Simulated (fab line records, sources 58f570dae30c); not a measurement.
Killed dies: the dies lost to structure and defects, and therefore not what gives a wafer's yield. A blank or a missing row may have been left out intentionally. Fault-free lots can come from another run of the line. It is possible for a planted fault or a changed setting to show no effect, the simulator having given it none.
The tool behind it: which one? | flow berkeley cmos170 | 45 wafers from 15 lots sampled at 6 of the route's 331 steps

## WHAT THE GAUGES SHOWED, per wafer
UCB170_PWELL_THK_MEAS_06.
lot  | measured    | on            | PWELL_NITRIDE_THK (nm)
L281 | day 3 10:37 | film metro-01 | 218.3 219.4 218.6
L282 | day 3 10:38 | film metro-03 | 214.9 216.2 216.1
L283 | day 3 19:07 | film metro-01 | 219.6 220.0 220.9
L286 | day 4 08:58 | film metro-01 | 221.4 220.6 221.1
L287 | day 4 18:06 | film metro-01 | 222.6 222.0 224.2
L288 | day 4 18:06 | film metro-02 | 223.7 222.7 224.0
L289 | day 5 02:51 | film metro-02 | 223.1 221.8 221.7
L291 | day 5 18:17 | film metro-02 | 217.5 215.1 215.7
L292 | day 5 18:16 | film metro-03 | 222.5 219.9 219.9
L293 | day 6 00:19 | film metro-02 | 222.2 220.3 221.9
L294 | day 6 00:19 | film metro-01 | 222.3 222.2 222.3
L295 | day 6 10:49 | film metro-01 | 436.2 437.6 437.4
L296 | day 6 10:50 | film metro-02 | 435.0 438.9 437.1
L302 | day 7 17:17 | film metro-03 | 441.0 437.9 439.7
L304 | day 7 23:38 | film metro-02 | 217.2 218.6 217.2

UCB170_ACTIVE_THK_MEAS_03.
lot  | measured    | on            | ACTIVE_OXIDE_THK (nm)
L281 | day 4 12:46 | film metro-03 | 26.6 26.8 26.3
L282 | day 4 12:45 | film metro-04 | 26.3 26.2 26.3
L283 | day 4 23:42 | film metro-03 | 26.4 26.5 26.3
L286 | day 5 09:56 | film metro-04 | 25.9 25.7 25.6
L287 | day 5 19:53 | film metro-01 | 26.0 25.8 26.2
L288 | day 5 19:53 | film metro-03 | 26.9 26.3 26.3
L289 | day 6 02:27 | film metro-03 | 26.8 27.4 26.8
L291 | day 6 20:47 | film metro-01 | 26.7 26.8 26.4
L292 | day 6 20:46 | film metro-03 | 26.2 26.3 26.3
L293 | day 7 02:13 | film metro-03 | 26.6 26.2 26.5
L294 | day 7 02:13 | film metro-04 | 26.7 26.5 26.6
L304 | day 9 06:11 | film metro-01 | 25.8 26.1 25.7

UCB170_ACTIVE_THK_MEAS_06.
lot  | measured    | on            | ACTIVE_NITRIDE_THK (nm)
L281 | day 4 23:00 | film metro-04 | 219.1 219.0 219.3
L282 | day 4 23:01 | film metro-03 | 216.6 215.6 215.9
L283 | day 5 06:19 | film metro-01 | 221.7 219.7 217.9
L286 | day 5 19:11 | film metro-03 | 220.8 220.5 219.9
L287 | day 6 02:13 | film metro-01 | 219.5 217.7 217.1
L288 | day 6 02:13 | film metro-03 | 219.8 221.4 220.7
L289 | day 6 10:29 | film metro-04 | 221.1 220.7 223.0
L291 | day 7 05:23 | film metro-01 | 219.6 217.4 219.9
L292 | day 7 05:22 | film metro-03 | 219.4 219.4 217.4
L293 | day 7 13:17 | film metro-03 | 219.6 221.9 219.5
L294 | day 7 13:16 | film metro-01 | 221.8 220.7 219.1
L304 | day 9 16:19 | film metro-03 | 220.9 221.0 221.3

UCB170_FIELD_THK_MEAS_02.
lot  | measured     | on            | FIELD_OXIDE_THK (nm)
L281 | day 5 10:06  | film metro-03 | 545 547 543
L282 | day 5 10:07  | film metro-01 | 567 558 562
L283 | day 5 19:42  | film metro-03 | 546 564 554
L286 | day 6 05:26  | film metro-02 | 577 579 581
L287 | day 6 16:28  | film metro-01 | 548 548 537
L288 | day 6 16:28  | film metro-03 | 552 551 549
L289 | day 6 23:50  | film metro-03 | 540 548 543
L291 | day 7 17:53  | film metro-03 | 560 555 558
L292 | day 7 17:53  | film metro-01 | 543 542 539
L293 | day 8 02:06  | film metro-01 | 554 552 550
L294 | day 8 02:05  | film metro-02 | 542 542 537
L304 | day 10 03:20 | film metro-01 | 558 553 549

## TOOL THAT RAN EACH LOT (tool first, then ch and the chambers of the sampled wafers, then the start)
lot  | UCB170_PWELL_CVD_05        | UCB170_PWELL_ETCH_14
L281 | lpcvd-02 ch 1, day 3 08:42 | rie diel-04 ch 2,3, day 3 11:41
L282 | lpcvd-02 ch 0, day 3 08:42 | rie diel-02 ch 1,3, day 3 11:55
L283 | lpcvd-01 ch 1, day 3 17:11 | rie diel-04 ch 0,2,3, day 3 20:04
L286 | lpcvd-01 ch 0, day 4 07:03 | rie diel-04 ch 0,1,2, day 4 10:01
L287 | lpcvd-01 ch 0, day 4 15:14 | rie diel-03 ch 0,2,3, day 4 19:25
L288 | lpcvd-01 ch 0, day 4 15:14 | rie diel-02 ch 1,2,3, day 4 19:14
L289 | lpcvd-02 ch 1, day 5 00:56 | rie diel-02 ch 1,2, day 5 03:56
L291 | lpcvd-02 ch 1, day 5 16:22 | rie diel-04 ch 1,2,3, day 5 19:35
L292 | lpcvd-02 ch 1, day 5 16:22 | rie diel-02 ch 0,2, day 5 19:32
L293 | lpcvd-02 ch 1, day 5 22:23 | rie diel-02 ch 1,2,3, day 6 02:47
L294 | lpcvd-02 ch 1, day 5 22:23 | rie diel-03 ch 1,2, day 6 03:10
L295 | lpcvd-02 ch 1, day 6 06:47 | rie diel-04 ch 0,1,3, day 6 12:00
L296 | lpcvd-02 ch 0, day 6 06:47 | rie diel-03 ch 0,1,3, day 6 12:02
L302 | lpcvd-01 ch 1, day 7 13:16 | rie diel-04 ch 1,2, day 7 18:19
L304 | lpcvd-02 ch 1, day 7 21:44 | rie diel-02 ch 0,1,3, day 8 00:43
- UCB170_PWELL_CVD_05: deposits Si3N4 from SiH2Cl2/NH3, target thk 220 nm, time 3300 s.
- UCB170_PWELL_ETCH_14: etches Si3N4 in CH3F/Ar/O2, stops on SiO2, target depth 242 nm, time 151 s.

## WHAT THE TOOLS THEMSELVES READ (means of the sampled wafers that have a number; where no wafer has one, the mark that the record gives instead)
UCB170_PWELL_CVD_05.
lot  | tool     | sih2cl2 flow sccm (sccm)
L281 | lpcvd-02 | 24.98
L282 | lpcvd-02 | 24.91
L283 | lpcvd-01 | 25.03
L286 | lpcvd-01 | 24.98
L287 | lpcvd-01 | 25.03
L288 | lpcvd-01 | 25.04
L289 | lpcvd-02 | 25.04
L291 | lpcvd-02 | 24.89
L292 | lpcvd-02 | 25.10
L293 | lpcvd-02 | 24.98
L294 | lpcvd-02 | 24.94
L295 | lpcvd-02 | 25.01
L296 | lpcvd-02 | 25.00
L302 | lpcvd-01 | 25.04
L304 | lpcvd-02 | 24.98

UCB170_PWELL_ETCH_14.
lot  | tool        | chamber pressure mTorr (mTorr) | drypump motor current A (A) | oes product au (a.u.) | throttle valve pct (%)
L281 | rie diel-04 | 49.98                          | 5.3                         | 0.925                 | 8.04
L282 | rie diel-02 | 50.03                          | 5.3                         | 0.912                 | 8.16
L283 | rie diel-04 | 49.99                          | 5.2                         | 0.935                 | 8.11
L286 | rie diel-04 | 50.03                          | 5.2                         | 0.934                 | 8.14
L287 | rie diel-03 | 49.98                          | 5.5                         | 0.950                 | 7.95
L288 | rie diel-02 | 49.97                          | 5.2                         | 0.946                 | 8.09
L289 | rie diel-02 | 49.97                          | 5.4                         | 0.951                 | 8.12
L291 | rie diel-04 | 49.95                          | 5.3                         | 0.923                 | 8.09
L292 | rie diel-02 | 50.02                          | 5.2                         | 0.948                 | 7.96
L293 | rie diel-02 | 49.97                          | 5.3                         | 0.941                 | 8.09
L294 | rie diel-03 | 49.97                          | 5.6                         | 0.931                 | 7.87
L295 | rie diel-04 | 49.97                          | 5.4                         | 0.997                 | 8.12
L296 | rie diel-03 | 49.96                          | 5.8                         | 0.985                 | 7.99
L302 | rie diel-04 | 49.97                          | 5.3                         | 0.987                 | 8.11
L304 | rie diel-02 | 50.01                          | 5.1                         | 0.934                 | 8.00

## THE ANSWER, worked out from the rows above alone
Rule: the usual values come from the lots themselves. The widest of any qualifying gaps counts: lots, ordered by their means at a reading, are off when they make up no more than a third of the lots, leave a main group of 4 or more, and stand apart from it by 3 or more times the standard deviation of that group's means. A main group is skipped when, at the precision printed for the reading in the tables above, its means are all equal. A lot without any number at a reading at which 4 lots or more have one is off too. Where the step has rows for the other lots, those lots are counted as sound. Order of review: gauges by route order, followed by the tools' own readings, for which a lot's mean as printed above is used. The first step at which some lot is off is used, and at that step the reading that is off furthest; a lot without a number counts as furthest.
Off: L295, L296, L302, seen at UCB170_PWELL_THK_MEAS_06 (PWELL_NITRIDE_THK). Mean 220.2 nm and standard deviation 2.5 in the main group.
A tool fits if, at a process step before that reading, it ran every lot that is off, and no sound lot after the first of them. Those tools and the gauges at UCB170_PWELL_THK_MEAS_06 are tried in the same way. None of those tried fits.

## WHAT THE SIMULATOR HAD PUT IN
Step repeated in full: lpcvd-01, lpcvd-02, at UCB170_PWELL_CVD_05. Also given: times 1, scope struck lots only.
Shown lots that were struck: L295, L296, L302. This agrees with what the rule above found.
